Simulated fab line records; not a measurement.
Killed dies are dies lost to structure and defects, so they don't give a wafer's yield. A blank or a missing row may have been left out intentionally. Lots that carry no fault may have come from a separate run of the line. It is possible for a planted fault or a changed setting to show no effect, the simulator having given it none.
The tool behind it: which one? :: flow berkeley cmos170 :: Sampling: 14 lots, 42 wafers, 5 of 331 route steps

## WHAT THE GAUGES SHOWED, per wafer
UCB170_WELLDRIVE_THK_MEAS_02. Usual: WELLDRIVE_OXIDE_THK gives 197 nm (standard deviation 3.6).
lot: L938
measured: day 3 09:43
on: film metro-04
WELLDRIVE_OXIDE_THK (nm): 193 195 199
flag: 

lot: L939
measured: day 3 15:50
on: film metro-03
WELLDRIVE_OXIDE_THK (nm): 200 203 199
flag: 

lot: L941
measured: day 4 03:45
on: film metro-02
WELLDRIVE_OXIDE_THK (nm): 198 199 197
flag: 

lot: L942
measured: day 4 08:38
on: film metro-04
WELLDRIVE_OXIDE_THK (nm): 197 199 198
flag: 

lot: L943
measured: day 4 14:14
on: film metro-04
WELLDRIVE_OXIDE_THK (nm): 201 203 206
flag: 

lot: L944
measured: day 4 21:55
on: film metro-04
WELLDRIVE_OXIDE_THK (nm): 204 201 202
flag: 

lot: L947
measured: day 5 07:29
on: film metro-02
WELLDRIVE_OXIDE_THK (nm): 195 192 194
flag: 

lot: L946
measured: day 5 07:29
on: film metro-03
WELLDRIVE_OXIDE_THK (nm): 194 195 199
flag: 

lot: L953
measured: day 6 19:40
on: film metro-02
WELLDRIVE_OXIDE_THK (nm): 194 197 196
flag: 

lot: L954
measured: day 6 23:07
on: film metro-02
WELLDRIVE_OXIDE_THK (nm): 194 193 193
flag: 

lot: L955
measured: day 6 23:07
on: film metro-03
WELLDRIVE_OXIDE_THK (nm): 195 196 197
flag: 

lot: L956
measured: day 7 09:58
on: film metro-02
WELLDRIVE_OXIDE_THK (nm): 198 195 198
flag: 

lot: L957
measured: day 7 09:58
on: film metro-03
WELLDRIVE_OXIDE_THK (nm): 203 203 205
flag: 

lot: L960
measured: day 8 06:54
on: film metro-02
WELLDRIVE_OXIDE_THK (nm): 199 198 201
flag: 

UCB170_GATE_THK_MEAS_02. Usual: GATE_OXIDE_THK gives 6.52 nm (standard deviation 0.13).
lot: L938
measured: day 5 15:19
on: film metro-03
GATE_OXIDE_THK (nm): 6.58 6.54 6.61
flag: 

lot: L939
measured: day 6 04:26
on: film metro-03
GATE_OXIDE_THK (nm): 6.37 6.44 6.40
flag: 

lot: L941
measured: day 6 13:41
on: film metro-04
GATE_OXIDE_THK (nm): 6.63 6.60 6.72
flag: 

lot: L942
measured: day 6 13:40
on: film metro-03
GATE_OXIDE_THK (nm): 6.46 6.43 6.32
flag: 

lot: L943
measured: day 6 23:16
on: film metro-04
GATE_OXIDE_THK (nm): 5.67 5.60 5.77
flag: OFF

lot: L944
measured: day 6 23:16
on: film metro-02
GATE_OXIDE_THK (nm): 5.41 5.49 5.50
flag: OFF

lot: L947
measured: day 7 13:55
on: film metro-04
GATE_OXIDE_THK (nm): 6.61 6.67 6.52
flag: 

lot: L946
measured: day 7 13:55
on: film metro-02
GATE_OXIDE_THK (nm): 6.44 6.28 6.43
flag: 

lot: L953
measured: day 9 04:29
on: film metro-04
GATE_OXIDE_THK (nm): 6.63 6.60 6.62
flag: 

lot: L954
measured: day 9 04:34
on: film metro-04
GATE_OXIDE_THK (nm): 6.33 6.28 6.33
flag: 

lot: L955
measured: day 9 04:27
on: film metro-04
GATE_OXIDE_THK (nm): 6.53 6.47 6.41
flag: 

lot: L956
measured: day 9 11:41
on: film metro-04
GATE_OXIDE_THK (nm): 6.55 6.42 6.37
flag: 

lot: L957
measured: day 9 11:41
on: film metro-02
GATE_OXIDE_THK (nm): 6.39 6.43 6.46
flag: 

lot: L960
measured: day 10 13:15
on: film metro-02
GATE_OXIDE_THK (nm): 6.53 6.63 6.63
flag: 

## TOOL THAT RAN EACH LOT (tool first, then ch and the chambers of the sampled wafers, then the start)
lot: L938
UCB170_ACTIVE_ETCH_15: rie diel-02 ch 0,1, day 4 03:38
UCB170_ACTIVE_STRIP_16: plasma asher-04 ch 0,1, day 4 03:44
UCB170_GATE_OXIDATION_01: furnace-02 ch 0, day 5 13:49

lot: L939
UCB170_ACTIVE_ETCH_15: rie diel-01 ch 1,2, day 4 12:55
UCB170_ACTIVE_STRIP_16: plasma asher-03 ch 0,1, day 4 13:01
UCB170_GATE_OXIDATION_01: furnace-02 ch 0, day 6 02:56

lot: L941
UCB170_ACTIVE_ETCH_15: rie diel-01 ch 0,2,3, day 4 21:23
UCB170_ACTIVE_STRIP_16: plasma asher-02 ch 0,1, day 4 21:31
UCB170_GATE_OXIDATION_01: furnace-01 ch 0, day 6 12:10

lot: L942
UCB170_ACTIVE_ETCH_15: rie diel-02 ch 0,2,3, day 4 21:38
UCB170_ACTIVE_STRIP_16: plasma asher-02 ch 0,1, day 4 21:44
UCB170_GATE_OXIDATION_01: furnace-01 ch 0, day 6 12:10

lot: L943
UCB170_ACTIVE_ETCH_15: rie diel-01 ch 0,2,3, day 5 12:10
UCB170_ACTIVE_STRIP_16: plasma asher-04 ch 0,1, day 5 12:16
UCB170_GATE_OXIDATION_01: furnace-01 ch 0, day 6 21:46

lot: L944
UCB170_ACTIVE_ETCH_15: rie diel-04 ch 0,3, day 5 12:24
UCB170_ACTIVE_STRIP_16: plasma asher-03 ch 0,1, day 5 12:30
UCB170_GATE_OXIDATION_01: furnace-01 ch 0, day 6 21:46

lot: L947
UCB170_ACTIVE_ETCH_15: rie diel-04 ch 0,1,2, day 6 02:50
UCB170_ACTIVE_STRIP_16: plasma asher-02 ch 0,1, day 6 02:56
UCB170_GATE_OXIDATION_01: furnace-04 ch 0, day 7 12:25

lot: L946
UCB170_ACTIVE_ETCH_15: rie diel-01 ch 0,2, day 6 02:59
UCB170_ACTIVE_STRIP_16: plasma asher-04 ch 0, day 6 03:05
UCB170_GATE_OXIDATION_01: furnace-04 ch 0, day 7 12:25

lot: L953
UCB170_ACTIVE_ETCH_15: rie diel-04 ch 1,3, day 7 14:10
UCB170_ACTIVE_STRIP_16: plasma asher-03 ch 1, day 7 14:16
UCB170_GATE_OXIDATION_01: furnace-02 ch 0, day 9 02:56

lot: L954
UCB170_ACTIVE_ETCH_15: rie diel-01 ch 0,1,3, day 7 13:41
UCB170_ACTIVE_STRIP_16: plasma asher-04 ch 0,1, day 7 13:49
UCB170_GATE_OXIDATION_01: furnace-02 ch 0, day 9 02:56

lot: L955
UCB170_ACTIVE_ETCH_15: rie diel-02 ch 0,2, day 7 13:58
UCB170_ACTIVE_STRIP_16: plasma asher-02 ch 0,1, day 7 14:06
UCB170_GATE_OXIDATION_01: furnace-02 ch 0, day 9 02:56

lot: L956
UCB170_ACTIVE_ETCH_15: rie diel-04 ch 0,1,3, day 8 00:44
UCB170_ACTIVE_STRIP_16: plasma asher-03 ch 0,1, day 8 00:50
UCB170_GATE_OXIDATION_01: furnace-02 ch 0, day 9 10:11

lot: L957
UCB170_ACTIVE_ETCH_15: rie diel-02 ch 0,3, day 8 01:02
UCB170_ACTIVE_STRIP_16: plasma asher-04 ch 0,1, day 8 01:11
UCB170_GATE_OXIDATION_01: furnace-02 ch 0, day 9 10:11

lot: L960
UCB170_ACTIVE_ETCH_15: rie diel-04 ch 0,2,3, day 8 22:04
UCB170_ACTIVE_STRIP_16: plasma asher-04 ch 0,1, day 8 22:10
UCB170_GATE_OXIDATION_01: furnace-02 ch 0, day 10 11:44
- UCB170_ACTIVE_ETCH_15: etches Si3N4 in CH3F/Ar/O2, stops on SiO2, target depth 242 nm, time 151 s.
- UCB170_ACTIVE_STRIP_16: strips in O2.
- UCB170_GATE_OXIDATION_01: target thk 6.6 nm, ox time 1800 s.

## AS READ BY THE TOOLS THEMSELVES (means over the sampled wafers that have a number; for cases with no such wafer, the mark the record gives instead)
UCB170_ACTIVE_ETCH_15. Usual: drypump motor current A 5.4 A, standard deviation 0.33; mfc ar sccm 50.00 sccm, standard deviation 0.15; oes product au 0.942 a.u., standard deviation 0.016; throttle valve pct 8.04 %, standard deviation 0.1.
lot: L938
tool: rie diel-02
drypump motor current A (A): 5.4
mfc ar sccm (sccm): 49.97
oes product au (a.u.): 0.952
throttle valve pct (%): 8.05
flag: 

lot: L939
tool: rie diel-01
drypump motor current A (A): 5.0
mfc ar sccm (sccm): 50.03
oes product au (a.u.): 0.944
throttle valve pct (%): 8.09
flag: 

lot: L941
tool: rie diel-01
drypump motor current A (A): 5.5
mfc ar sccm (sccm): 49.75
oes product au (a.u.): 0.951
throttle valve pct (%): 7.98
flag: 

lot: L942
tool: rie diel-02
drypump motor current A (A): 5.7
mfc ar sccm (sccm): 50.00
oes product au (a.u.): 0.937
throttle valve pct (%): 8.07
flag: 

lot: L943
tool: rie diel-01
drypump motor current A (A): 5.5
mfc ar sccm (sccm): 50.02
oes product au (a.u.): 0.950
throttle valve pct (%): 8.00
flag: 

lot: L944
tool: rie diel-04
drypump motor current A (A): 5.1
mfc ar sccm (sccm): 49.90
oes product au (a.u.): 0.950
throttle valve pct (%): 8.09
flag: 

lot: L947
tool: rie diel-04
drypump motor current A (A): 5.2
mfc ar sccm (sccm): 49.98
oes product au (a.u.): 0.934
throttle valve pct (%): 7.98
flag: 

lot: L946
tool: rie diel-01
drypump motor current A (A): 5.5
mfc ar sccm (sccm): 49.99
oes product au (a.u.): 0.950
throttle valve pct (%): 8.09
flag: 

lot: L953
tool: rie diel-04
drypump motor current A (A): 5.2
mfc ar sccm (sccm): 49.95
oes product au (a.u.): 0.939
throttle valve pct (%): 8.10
flag: 

lot: L954
tool: rie diel-01
drypump motor current A (A): 5.6
mfc ar sccm (sccm): 50.06
oes product au (a.u.): 0.939
throttle valve pct (%): 7.98
flag: 

lot: L955
tool: rie diel-02
drypump motor current A (A): 5.8
mfc ar sccm (sccm): 49.96
oes product au (a.u.): 0.924
throttle valve pct (%): 8.04
flag: 

lot: L956
tool: rie diel-04
drypump motor current A (A): 5.1
mfc ar sccm (sccm): 49.98
oes product au (a.u.): 0.946
throttle valve pct (%): 8.06
flag: 

lot: L957
tool: rie diel-02
drypump motor current A (A): 5.7
mfc ar sccm (sccm): 49.77
oes product au (a.u.): 0.951
throttle valve pct (%): 8.11
flag: 

lot: L960
tool: rie diel-04
drypump motor current A (A): 5.3
mfc ar sccm (sccm): 49.94
oes product au (a.u.): 0.944
throttle valve pct (%): 8.01
flag: 

UCB170_ACTIVE_STRIP_16. Usual: drypump motor current A 5.7 A, standard deviation 0.46; oes product au 0.720 a.u., standard deviation 0.0046; strip time to endpoint s 18.27 s, standard deviation 0.069.
lot: L938
tool: plasma asher-04
drypump motor current A (A): 6.2
oes product au (a.u.): 0.720
strip time to endpoint s (s): 18.19
flag: 

lot: L939
tool: plasma asher-03
drypump motor current A (A): 5.4
oes product au (a.u.): 0.718
strip time to endpoint s (s): 18.21
flag: 

lot: L941
tool: plasma asher-02
drypump motor current A (A): 5.3
oes product au (a.u.): 0.724
strip time to endpoint s (s): 18.29
flag: 

lot: L942
tool: plasma asher-02
drypump motor current A (A): 5.3
oes product au (a.u.): 0.722
strip time to endpoint s (s): 18.40
flag: 

lot: L943
tool: plasma asher-04
drypump motor current A (A): 6.1
oes product au (a.u.): 0.722
strip time to endpoint s (s): 18.28
flag: 

lot: L944
tool: plasma asher-03
drypump motor current A (A): 5.4
oes product au (a.u.): 0.722
strip time to endpoint s (s): 18.26
flag: 

lot: L947
tool: plasma asher-02
drypump motor current A (A): 5.3
oes product au (a.u.): 0.718
strip time to endpoint s (s): 18.30
flag: 

lot: L946
tool: plasma asher-04
drypump motor current A (A): 6.3
oes product au (a.u.): 0.716
strip time to endpoint s (s): 18.31
flag: 

lot: L953
tool: plasma asher-03
drypump motor current A (A): 5.1
oes product au (a.u.): 0.725
strip time to endpoint s (s): 18.24
flag: 

lot: L954
tool: plasma asher-04
drypump motor current A (A): 6.2
oes product au (a.u.): 0.718
strip time to endpoint s (s): 18.26
flag: 

lot: L955
tool: plasma asher-02
drypump motor current A (A): 5.3
oes product au (a.u.): 0.721
strip time to endpoint s (s): 18.26
flag: 

lot: L956
tool: plasma asher-03
drypump motor current A (A): 5.4
oes product au (a.u.): 0.722
strip time to endpoint s (s): 18.31
flag: 

lot: L957
tool: plasma asher-04
drypump motor current A (A): 6.2
oes product au (a.u.): 0.723
strip time to endpoint s (s): 18.33
flag: 

lot: L960
tool: plasma asher-04
drypump motor current A (A): 6.2
oes product au (a.u.): 0.721
strip time to endpoint s (s): 18.19
flag: 

UCB170_GATE_OXIDATION_01. Usual: spike tc centre C 852.9 C, standard deviation 0.94; spike tc load C 875.0 C, standard deviation 1.5; spike tc source C 872 C, standard deviation 3.2; tube center temp C 849.99 C, standard deviation 0.081; tube_center_temp_C_max 852.2, standard deviation 0.39.
lot: L938
tool: furnace-02
spike tc centre C (C): 852.8
spike tc load C (C): 876.6
spike tc source C (C): 867
tube center temp C (C): 850.00
tube_center_temp_C_max: 852.3
flag: 

lot: L939
tool: furnace-02
spike tc centre C (C): 852.6
spike tc load C (C): 876.2
spike tc source C (C): 868
tube center temp C (C): 850.09
tube_center_temp_C_max: 851.9
flag: 

lot: L941
tool: furnace-01
spike tc centre C (C): 852.5
spike tc load C (C): 872.6
spike tc source C (C): 875
tube center temp C (C): 849.96
tube_center_temp_C_max: 852.0
flag: 

lot: L942
tool: furnace-01
spike tc centre C (C): 853.3
spike tc load C (C): 872.6
spike tc source C (C): 876
tube center temp C (C): 849.97
tube_center_temp_C_max: 852.4
flag: 

lot: L943
tool: furnace-01
spike tc centre C (C): 839.1
spike tc load C (C): 859.2
spike tc source C (C): 860
tube center temp C (C): 835.93
tube_center_temp_C_max: 837.8
flag: OFF

lot: L944
tool: furnace-01
spike tc centre C (C): 838.7
spike tc load C (C): 859.4
spike tc source C (C): 860
tube center temp C (C): 835.93
tube_center_temp_C_max: 838.0
flag: OFF

lot: L947
tool: furnace-04
spike tc centre C (C): 853.1
spike tc load C (C): 875.9
spike tc source C (C): 874
tube center temp C (C): 850.00
tube_center_temp_C_max: 852.8
flag: 

lot: L946
tool: furnace-04
spike tc centre C (C): 853.2
spike tc load C (C): 875.1
spike tc source C (C): 872
tube center temp C (C): 850.02
tube_center_temp_C_max: 852.3
flag: 

lot: L953
tool: furnace-02
spike tc centre C (C): 853.4
spike tc load C (C): 875.5
spike tc source C (C): 868
tube center temp C (C): 849.95
tube_center_temp_C_max: 852.3
flag: 

lot: L954
tool: furnace-02
spike tc centre C (C): 852.9
spike tc load C (C): 875.3
spike tc source C (C): 866
tube center temp C (C): 850.07
tube_center_temp_C_max: 852.1
flag: 

lot: L955
tool: furnace-02
spike tc centre C (C): 853.6
spike tc load C (C): 875.7
spike tc source C (C): 868
tube center temp C (C): 850.11
tube_center_temp_C_max: 852.4
flag: 

lot: L956
tool: furnace-02
spike tc centre C (C): 853.1
spike tc load C (C): 876.3
spike tc source C (C): 868
tube center temp C (C): 850.01
tube_center_temp_C_max: 852.1
flag: 

lot: L957
tool: furnace-02
spike tc centre C (C): 852.6
spike tc load C (C): 876.2
spike tc source C (C): 868
tube center temp C (C): 849.95
tube_center_temp_C_max: 852.1
flag: 

lot: L960
tool: furnace-02
spike tc centre C (C): 853.3
spike tc load C (C): 875.4
spike tc source C (C): 868
tube center temp C (C): 850.07
tube_center_temp_C_max: 852.0
flag: 

## THE ANSWER, worked out from the rows above alone
Rule: lot off if the mean of its wafers having a number is beyond 3 standard deviations from the usual mean. A lot without any number at a reading at which 4 lots or more have one is off too. Any other lot the step has rows for is counted as sound. Order of review: gauges by route order, followed by the tools' own readings, for which a lot's mean as printed above is used. At the first step where some lot is off, the reading lying furthest off is the one used; lots without a number count as furthest.
Off: L943, L944, at UCB170_GATE_THK_MEAS_02 (GATE_OXIDE_THK).
A tool fits if, at a process step before that reading, it ran every lot that is off, and no sound lot after the first of them. The gauges at UCB170_GATE_THK_MEAS_02 aren't tried: what is off there is off at UCB170_GATE_OXIDATION_01 too, on other tools, and a gauge's error can't cause that. One fits: furnace-01 at UCB170_GATE_OXIDATION_01. Its last sound lot is L941 (day 6 12:10), its first lot that is off L943 (day 6 21:46): a fault that began between those two fits.
The tool's own readings at UCB170_GATE_OXIDATION_01 bear it out: on the lots that are off they differ by more than 5 times the standard deviation of the sound lots' means. spike tc centre C reads 838.9 C there against 853.0 C on the sound lots; spike tc load C reads 859.3 C there against 875.3 C on the sound lots; tube center temp C reads 835.93 C there against 850.02 C on the sound lots; tube_center_temp_C_max reads 837.9 there against 852.2 on the sound lots.

## WHAT WAS PUT IN BY THE SIMULATOR
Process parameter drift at UCB170_GATE_OXIDATION_01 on furnace-01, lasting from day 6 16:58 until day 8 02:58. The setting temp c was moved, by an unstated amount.
Struck lots among those shown: L943, L944. The rule given above showed the same thing.
